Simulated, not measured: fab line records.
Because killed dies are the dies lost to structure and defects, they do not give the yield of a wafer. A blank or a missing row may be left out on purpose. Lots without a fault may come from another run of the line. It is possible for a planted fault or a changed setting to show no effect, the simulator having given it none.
Split-lot experiment / flow rit_cmos / route with 202 steps; 5 lots, 23 wafers read

== THE SPLIT ITSELF ==
At RIT_GATE_CVD_08 (deposits poly-Si from SiH4, target thk 250 nm, time 2220 s), the setting temp_c was moved away from the recipe's 610 C on 15 of the 23 wafers read, by -2.5% to +2.2%. For the rest of the wafers, this setting stayed at what the recipe calls for.

== FROM THE SPLIT TO THE READING: what the file shows between them, 3 steps ==
- RIT_GATE_THK_MEAS_09
- RIT_GATE_DEVELOP_15: develop time 50 s (also split here: develop_time_s)
- RIT_GATE_HARDBAKE_18: time 60 s

== THE READING ==
oes_product_au, in a.u., at RIT_GATE_ETCH_19 (etches poly-Si in SF6/CHF3/O2, stops on SiO2, time 165 s, target depth 312.5 nm). A value of 0.857 a.u. with a standard deviation of 0.014 a.u. is what fault-free wafers of this fab line usually give.

wafer=L077.2; tool, chamber at the split=-, -; temp_c as run, C=623.5; against the recipe=+2.2%; oes_product_au, a.u.=1.014; against lot-mates on the recipe=no lot-mate on the recipe
wafer=L077.3; tool, chamber at the split=-, -; temp_c as run, C=623.5; against the recipe=+2.2%; oes_product_au, a.u.=1.031; against lot-mates on the recipe=no lot-mate on the recipe
wafer=L077.4; tool, chamber at the split=-, -; temp_c as run, C=623.5; against the recipe=+2.2%; oes_product_au, a.u.=0.992; against lot-mates on the recipe=no lot-mate on the recipe
wafer=L077.5; tool, chamber at the split=-, -; temp_c as run, C=623.5; against the recipe=+2.2%; oes_product_au, a.u.=0.984; against lot-mates on the recipe=no lot-mate on the recipe
wafer=L077.6; tool, chamber at the split=-, -; temp_c as run, C=623.5; against the recipe=+2.2%; oes_product_au, a.u.=1.006; against lot-mates on the recipe=no lot-mate on the recipe
wafer=L079.1; tool, chamber at the split=-, -; temp_c as run, C=595; against the recipe=-2.5%; oes_product_au, a.u.=0.660; against lot-mates on the recipe=no lot-mate on the recipe
wafer=L079.2; tool, chamber at the split=-, -; temp_c as run, C=595; against the recipe=-2.5%; oes_product_au, a.u.=0.656; against lot-mates on the recipe=no lot-mate on the recipe
wafer=L079.3; tool, chamber at the split=-, -; temp_c as run, C=595; against the recipe=-2.5%; oes_product_au, a.u.=0.675; against lot-mates on the recipe=no lot-mate on the recipe
wafer=L079.4; tool, chamber at the split=-, -; temp_c as run, C=595; against the recipe=-2.5%; oes_product_au, a.u.=0.656; against lot-mates on the recipe=no lot-mate on the recipe
wafer=L079.5; tool, chamber at the split=-, -; temp_c as run, C=595; against the recipe=-2.5%; oes_product_au, a.u.=0.656; against lot-mates on the recipe=no lot-mate on the recipe
wafer=L080.1; tool, chamber at the split=-, -; temp_c as run, C=610; against the recipe=recipe; oes_product_au, a.u.=0.858; against lot-mates on the recipe=-
wafer=L080.2; tool, chamber at the split=-, -; temp_c as run, C=610; against the recipe=recipe; oes_product_au, a.u.=0.837; against lot-mates on the recipe=-
wafer=L080.4; tool, chamber at the split=-, -; temp_c as run, C=610; against the recipe=recipe; oes_product_au, a.u.=0.871; against lot-mates on the recipe=-
wafer=L080.5; tool, chamber at the split=-, -; temp_c as run, C=610; against the recipe=recipe; oes_product_au, a.u.=0.864; against lot-mates on the recipe=-
wafer=L080.6; tool, chamber at the split=-, -; temp_c as run, C=610; against the recipe=recipe; oes_product_au, a.u.=0.849; against lot-mates on the recipe=-
wafer=L084.1; tool, chamber at the split=-, -; temp_c as run, C=603.5; against the recipe=-1.1%; oes_product_au, a.u.=0.785; against lot-mates on the recipe=no lot-mate on the recipe
wafer=L084.2; tool, chamber at the split=-, -; temp_c as run, C=603.5; against the recipe=-1.1%; oes_product_au, a.u.=0.794; against lot-mates on the recipe=no lot-mate on the recipe
wafer=L084.3; tool, chamber at the split=-, -; temp_c as run, C=603.5; against the recipe=-1.1%; oes_product_au, a.u.=0.783; against lot-mates on the recipe=no lot-mate on the recipe
wafer=L084.4; tool, chamber at the split=-, -; temp_c as run, C=603.5; against the recipe=-1.1%; oes_product_au, a.u.=0.789; against lot-mates on the recipe=no lot-mate on the recipe
wafer=L084.6; tool, chamber at the split=-, -; temp_c as run, C=603.5; against the recipe=-1.1%; oes_product_au, a.u.=0.772; against lot-mates on the recipe=no lot-mate on the recipe
wafer=L085.2; tool, chamber at the split=lpcvd-01, 1; temp_c as run, C=610; against the recipe=recipe; oes_product_au, a.u.=0.869; against lot-mates on the recipe=-
wafer=L085.4; tool, chamber at the split=lpcvd-01, 1; temp_c as run, C=610; against the recipe=recipe; oes_product_au, a.u.=0.840; against lot-mates on the recipe=-
wafer=L085.6; tool, chamber at the split=lpcvd-01, 1; temp_c as run, C=610; against the recipe=recipe; oes_product_au, a.u.=0.868; against lot-mates on the recipe=-

FIT RESULTS
A straight line over all 23 wafers: oes_product_au changes by +0.073 a.u. for each +1% of temp_c; r = +0.99; the points scatter about the line by 0.015 a.u.
Too few moved wafers have a lot-mate on the recipe to fit a line with each lot's own level taken away.

== THE WHOLE CHAIN: every reading that the file lists as answering this split, in the file's order ==
step=RIT_GATE_CVD_08; what it does=deposits poly-Si from SiH4, target thk 250 nm, time 2220 s; reading=poly-Si_of_GATE_CVD_08.thk_nm (the simulator's own value, which no gauge read); change (the file's fit)=+36.9 nm for each +1% of the setting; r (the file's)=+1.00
step=RIT_GATE_THK_MEAS_09; what it does=; reading=GATE_POLY_THK; change (the file's fit)=+36.9 for each +1% of the setting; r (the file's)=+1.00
step=RIT_GATE_ETCH_19; what it does=etches poly-Si in SF6/CHF3/O2, stops on SiO2, time 165 s, target depth 312.5 nm; reading=oes_product_au; change (the file's fit)=+0.0729 a.u. for each +1% of the setting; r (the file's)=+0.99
step=RIT_GATE_ETCH_19; what it does=etches poly-Si in SF6/CHF3/O2, stops on SiO2, time 165 s, target depth 312.5 nm; reading=etch.depth_nm (the simulator's own value, which no gauge read); change (the file's fit)=+30.4 nm for each +1% of the setting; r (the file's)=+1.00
step=RIT_GATE_ETCH_19; what it does=etches poly-Si in SF6/CHF3/O2, stops on SiO2, time 165 s, target depth 312.5 nm; reading=GATE.feature_depth_nm (the simulator's own value, which no gauge read); change (the file's fit)=+30.4 nm for each +1% of the setting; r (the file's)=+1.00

== FILE'S OWN FIT ==
oes_product_au changes by +0.0729 a.u. for each +1% of temp_c, r = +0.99.
